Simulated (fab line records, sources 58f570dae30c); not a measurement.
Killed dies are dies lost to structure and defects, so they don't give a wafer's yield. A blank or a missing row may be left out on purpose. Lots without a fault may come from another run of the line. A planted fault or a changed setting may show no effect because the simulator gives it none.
Which tool did it? | flow berkeley_cmos170 | 15 lots, 45 wafers sampled, at 4 steps of a route of 331

WHAT THE GAUGES READ, wafer by wafer
UCB170_M2_OVL_MEAS_16.
lot  | measured     | on         | M2_OVL (nm)
L922 | day 8 03:47  | overlay-02 | -8 -10 -1
L923 | day 8 11:13  | overlay-01 | -2 -2 -7
L925 | day 9 09:46  | overlay-01 | 4 -1 -1
L927 | day 9 15:08  | overlay-02 | -2 1 1
L929 | day 9 17:37  | overlay-01 | -8 -6 -5
L930 | day 10 06:20 | overlay-01 | -4 -4 -7
L931 | day 10 04:37 | overlay-02 | -7 -15 -5
L932 | day 10 04:15 | overlay-02 | -2 -3 -1
L937 | day 12 01:48 | overlay-01 | -18 -15 -8
L938 | day 12 00:54 | overlay-01 | -7 -5 -7
L939 | day 12 05:02 | overlay-02 | 3 -4 0
L940 | day 12 04:46 | overlay-01 | -7 -9 2
L942 | day 13 02:04 | overlay-02 | -1 -7 -4
L944 | day 13 21:14 | overlay-01 | 5 2 -1
L945 | day 13 20:30 | overlay-02 | -9 -1 -5

UCB170_V2_THK_MEAS_04.
lot  | measured     | on            | V2_POLISHED_THK (nm)
L922 | day 8 04:55  | film_metro-02 | 999.8 999.1 999.6
L923 | day 8 12:20  | film_metro-03 | 1000.1 999.3 999.1
L925 | day 9 10:58  | film_metro-02 | 1000.9 1002.0 1001.6
L927 | day 9 16:15  | film_metro-04 | 1000.2 998.9 1000.9
L929 | day 9 18:45  | film_metro-04 | 1000.9 999.4 1000.8
L930 | day 10 07:27 | film_metro-04 | 1000.2 1000.0 1000.9
L931 | day 10 05:48 | film_metro-02 | 998.9 1000.1 999.3
L932 | day 10 05:31 | film_metro-04 | 1000.4 1001.5 1000.6
L937 | day 12 02:56 | film_metro-02 | 998.8 997.8 1000.6
L938 | day 12 02:02 | film_metro-04 | 1000.7 1001.3 1001.0
L939 | day 12 06:22 | film_metro-03 | 1002.1 998.7 1000.8
L940 | day 12 05:59 | film_metro-02 | 999.4 999.2 998.8
L942 | day 13 03:11 | film_metro-02 | 1000.2 999.9 999.7
L944 | day 13 22:22 | film_metro-04 | 1000.8 1001.3 1000.2
L945 | day 13 21:42 | film_metro-02 | 1002.2 1001.3 1001.2

WHICH TOOL RAN EACH LOT (tool, then ch and the chambers of the sampled wafers, then the start)
lot  | UCB170_SACOX_OXIDATION_01     | UCB170_SILICIDE_RTA_04
L922 | furnace-01 ch 0, day 5 08:16  | rtp_anneal-01 ch 0, day 7 13:02
L923 | furnace-01 ch 0, day 5 08:16  | rtp_anneal-02 ch 0, day 7 16:26
L925 | furnace-04 ch 0, day 6 11:21  | rtp_anneal-02 ch 0, day 8 15:58
L927 | furnace-02 ch 0, day 6 17:41  | rtp_anneal-02 ch 0, day 8 22:59
L929 | furnace-02 ch 0, day 6 17:41  | rtp_anneal-02 ch 0, day 8 23:16
L930 | furnace-04 ch 0, day 7 03:15  | rtp_anneal-02 ch 0, day 9 13:05
L931 | furnace-04 ch 0, day 7 03:15  | rtp_anneal-02 ch 0, day 9 12:29
L932 | furnace-04 ch 0, day 7 03:15  | rtp_anneal-02 ch 0, day 9 12:10
L937 | furnace-02 ch 0, day 9 03:04  | rtp_anneal-01 ch 0, day 11 12:04
L938 | furnace-02 ch 0, day 9 03:04  | rtp_anneal-02 ch 0, day 11 11:52
L939 | furnace-02 ch 0, day 9 03:04  | rtp_anneal-01 ch 0, day 11 12:29
L940 | furnace-04 ch 0, day 9 13:36  | rtp_anneal-02 ch 0, day 11 13:13
L942 | furnace-04 ch 0, day 10 15:09 | rtp_anneal-01 ch 0, day 12 13:26
L944 | furnace-01 ch 0, day 11 00:01 | rtp_anneal-02 ch 0, day 13 02:05
L945 | furnace-01 ch 0, day 11 00:01 | rtp_anneal-02 ch 0, day 13 02:25
- UCB170_SACOX_OXIDATION_01: target thk 14.4 nm, ox time 2400 s.
- UCB170_SILICIDE_RTA_04: time 15 s.

WHAT THE TOOLS THEMSELVES READ (means of the sampled wafers that have a number; where no wafer has one, the mark that the record gives instead)
UCB170_SILICIDE_RTA_04.
lot  | tool          | lamp_power_pct (%) | wafer_temp_C_max
L922 | rtp_anneal-01 | 11.2               | 654.1
L923 | rtp_anneal-02 | 10.2               | 652.7
L925 | rtp_anneal-02 | 10.2               | 653.6
L927 | rtp_anneal-02 | 10.2               | 653.0
L929 | rtp_anneal-02 | 10.2               | 652.7
L930 | rtp_anneal-02 | 10.2               | 653.5
L931 | rtp_anneal-02 | 10.2               | 653.1
L932 | rtp_anneal-02 | 10.2               | 653.1
L937 | rtp_anneal-01 | 11.2               | 654.0
L938 | rtp_anneal-02 | 10.2               | 654.2
L939 | rtp_anneal-01 | 11.3               | 653.0
L940 | rtp_anneal-02 | 10.2               | 653.2
L942 | rtp_anneal-01 | 11.2               | 652.7
L944 | rtp_anneal-02 | 10.2               | 653.3
L945 | rtp_anneal-02 | 10.2               | 653.8

THE ANSWER, worked out from the rows above alone
Rule: what is usual is taken from the lots themselves. Put in order of their means at a reading, lots are off if they are a third of the lots or fewer, leave a main group of 4 or more, and stand apart from it by a gap of 3 or more times the standard deviation of the main group's means; of several such gaps the widest counts. A main group whose means are all the same, to the digits that the tables above print for the reading, isn't used. A lot without any number at a reading at which 4 lots or more have one is off too. The other lots that the step has rows for count as sound. The gauges are gone through in route order, then the tools' own readings, and for those a lot's mean is taken as printed above. The first step at which some lot is off is used, and at that step the reading that is off furthest; a lot without a number counts as furthest.
No lot is off at any reading shown: from this, nothing can be told.

WHAT THE SIMULATOR HAD PUT IN
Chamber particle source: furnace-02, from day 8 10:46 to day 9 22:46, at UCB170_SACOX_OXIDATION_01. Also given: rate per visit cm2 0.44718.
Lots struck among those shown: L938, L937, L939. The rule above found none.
